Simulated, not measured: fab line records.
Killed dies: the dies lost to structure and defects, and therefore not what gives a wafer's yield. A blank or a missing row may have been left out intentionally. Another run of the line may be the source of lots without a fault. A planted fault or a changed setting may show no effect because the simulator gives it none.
What tool caused it?	flow berkeley cmos170	6 lots, 18 wafers sampled, at 2 steps of a route of 331

== WHAT THE GAUGES SHOWED, per wafer ==
UCB170_M2_CD_MEAS_90: the cd target is 700 nm.
lot	measured	on	cd nm (nm)
L231	day 8 22:02	cd sem-01	698 697 697
L235	day 9 18:32	cd sem-02	696 700 699
L237	day 10 18:05	cd sem-01	705 704 704
L243	day 11 16:06	cd sem-01	700 701 702
L247	day 13 17:10	cd sem-02	701 694 699
L252	day 14 05:15	cd sem-01	700 700 701

== EACH LOT AND THE TOOL THAT RAN IT (in order: tool; ch and the chambers of the sampled wafers; start) ==
lot	UCB170_SILICIDE_SPUTTER_01
L231	pvd sputter-01, day 8 01:33
L235	pvd sputter-04, day 9 02:07
L237	pvd sputter-01, day 9 20:41
L243	pvd sputter-02, day 11 00:21
L247	pvd sputter-02, day 12 21:31
L252	pvd sputter-04, day 13 14:27
- UCB170_SILICIDE_SPUTTER_01: material Ti, target thk 30 nm, time 25 s.

== THE ANSWER, worked out from the rows above alone ==
Rule: usual is defined by the lots themselves. The widest of any qualifying gaps counts: lots, ordered by their means at a reading, are off when they make up no more than a third of the lots, leave a main group of 4 or more, and stand apart from it by 3 or more times the standard deviation of that group's means. A main group whose means are all the same, to the digits that the tables above print for the reading, isn't used. A lot without any number at a reading at which 4 lots or more have one is off too. Any other lot the step has rows for is counted as sound.
No lot is off at any reading shown: from this, nothing can be told.

== WHAT THE SIMULATOR HAD PUT IN ==
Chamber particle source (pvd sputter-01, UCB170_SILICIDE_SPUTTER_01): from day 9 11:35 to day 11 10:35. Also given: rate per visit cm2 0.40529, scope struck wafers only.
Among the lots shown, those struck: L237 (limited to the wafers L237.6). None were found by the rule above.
